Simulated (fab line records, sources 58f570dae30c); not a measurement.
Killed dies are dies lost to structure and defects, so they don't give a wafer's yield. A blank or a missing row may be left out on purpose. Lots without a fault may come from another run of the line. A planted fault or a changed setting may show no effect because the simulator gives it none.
Tool commonality check | flow berkeley_cmos170 | 14 lots, 42 wafers sampled

WHY IT WAS OPENED
At UCB170_PFIELD_TW_MEAS_09 the reading PFIELD_TW is flagged on 2 of 14 lots. Wafers without a fault read 597, standard deviation 5.4.
Rule: a lot is flagged when every wafer of it that has a number lies more than 4 standard deviations from that mean, or none has a number. The other lots count as sound.

lot  | measured    | on            | PFIELD_TW, wafer by wafer | flag
L315 | day 4 19:40 | film_metro-01 | 600 602 599               |
L314 | day 4 20:01 | film_metro-04 | 600 597 600               |
L318 | day 5 18:25 | film_metro-04 | 599 599 603               |
L320 | day 6 10:22 | film_metro-04 | 603 603 606               |
L322 | day 6 15:47 | film_metro-04 | 602 604 603               |
L323 | day 7 01:53 | film_metro-04 | 597 598 600               |
L326 | day 7 06:37 | film_metro-04 | 598 600 599               |
L329 | day 7 15:28 | film_metro-04 | 602 599 603               |
L328 | day 7 16:09 | film_metro-02 | 589 589 588               |
L333 | day 8 20:33 | film_metro-04 | 569 570 569               | FLAGGED
L335 | day 9 07:49 | film_metro-02 | 589 587 588               |
L332 | day 9 08:01 | film_metro-01 | 566 568 568               | FLAGGED
L336 | day 9 15:49 | film_metro-01 | 602 598 597               |
L337 | day 9 16:05 | film_metro-04 | 606 604 602               |
The numbers of the flagged lots are 568 on average: -29 against the usual, or -5 standard deviations.

WHICH TOOL RAN EACH LOT
The record holds 2 process steps before the reading, out of a route of 331 steps. In each cell: the tool, then ch and the chambers that the sampled wafers went through, then the start.
lot  | flag    | UCB170_PWELL_STRIP_16               | UCB170_PFIELD_IMPLANT_07
L315 |         | plasma_asher-03 ch 0, day 3 11:51   | implanter-04 ch 0, day 4 19:25
L314 |         | plasma_asher-01 ch 0,1, day 3 11:37 | implanter-03 ch 0, day 4 19:46
L318 |         | plasma_asher-03 ch 0,1, day 4 03:29 | implanter-01 ch 0, day 5 18:11
L320 |         | plasma_asher-04 ch 0,1, day 4 15:30 | implanter-01 ch 0, day 6 10:07
L322 |         | plasma_asher-03 ch 0,1, day 5 01:53 | implanter-01 ch 0, day 6 15:33
L323 |         | plasma_asher-04 ch 0,1, day 5 12:44 | implanter-04 ch 0, day 7 01:39
L326 |         | plasma_asher-03 ch 0,1, day 5 21:57 | implanter-03 ch 0, day 7 06:23
L329 |         | plasma_asher-03 ch 0,1, day 6 08:50 | implanter-03 ch 0, day 7 15:13
L328 |         | plasma_asher-01 ch 0,1, day 6 09:02 | implanter-04 ch 0, day 7 15:56
L333 | FLAGGED | plasma_asher-04 ch 0,1, day 7 07:26 | implanter-03 ch 0, day 8 20:19
L335 |         | plasma_asher-01 ch 0,1, day 7 19:49 | implanter-01 ch 0, day 9 07:34
L332 | FLAGGED | plasma_asher-04 ch 0,1, day 7 19:36 | implanter-03 ch 0, day 9 07:46
L336 |         | plasma_asher-01 ch 0,1, day 8 02:42 | implanter-04 ch 0, day 9 15:36
L337 |         | plasma_asher-01 ch 0,1, day 8 03:09 | implanter-01 ch 0, day 9 15:51
What these steps do:
- UCB170_PWELL_STRIP_16: strips in O2.
- UCB170_PFIELD_IMPLANT_07
- UCB170_PFIELD_TW_MEAS_09

FLAGGED OVER TOTAL, TOOL BY TOOL (the gauges that took the reading come last)
step                     | tool            | lots run | flagged | share of the flagged lots | sound lots run after its first flagged lot
UCB170_PWELL_STRIP_16    | plasma_asher-01 | 5        | 0       | none                      | -
UCB170_PWELL_STRIP_16    | plasma_asher-03 | 5        | 0       | none                      | -
UCB170_PWELL_STRIP_16    | plasma_asher-04 | 4        | 2       | all                       | 0
UCB170_PFIELD_IMPLANT_07 | implanter-01    | 5        | 0       | none                      | -
UCB170_PFIELD_IMPLANT_07 | implanter-03    | 5        | 2       | all                       | 0
UCB170_PFIELD_IMPLANT_07 | implanter-04    | 4        | 0       | none                      | -
UCB170_PFIELD_TW_MEAS_09 | film_metro-01   | 3        | 1       | some                      | 1 (L336)
UCB170_PFIELD_TW_MEAS_09 | film_metro-02   | 2        | 0       | none                      | -
UCB170_PFIELD_TW_MEAS_09 | film_metro-04   | 9        | 1       | some                      | 1 (L337)

WHAT THE TABLE ALLOWS
2 rows of the table ran every flagged lot: plasma_asher-04 at UCB170_PWELL_STRIP_16, implanter-03 at UCB170_PFIELD_IMPLANT_07.
- plasma_asher-04 at UCB170_PWELL_STRIP_16: 2 of its 4 lots flagged. Its last sound lot is L323 (day 5 12:44), its first flagged lot L333 (day 7 07:26): a fault that began between those two fits.
- implanter-03 at UCB170_PFIELD_IMPLANT_07: 2 of its 5 lots flagged. Its last sound lot is L329 (day 7 15:13), its first flagged lot L333 (day 8 20:19): a fault that began between those two fits. Its own readings lie more than 4 standard deviations out on every wafer of the flagged lots: beam_energy_keV.
Counting lots can't tell these 2 tools apart, because each fits a fault that began at some hour. More lots, or a look at what each step does to the wafer, might.

WHAT THE SIMULATOR HAD PUT IN
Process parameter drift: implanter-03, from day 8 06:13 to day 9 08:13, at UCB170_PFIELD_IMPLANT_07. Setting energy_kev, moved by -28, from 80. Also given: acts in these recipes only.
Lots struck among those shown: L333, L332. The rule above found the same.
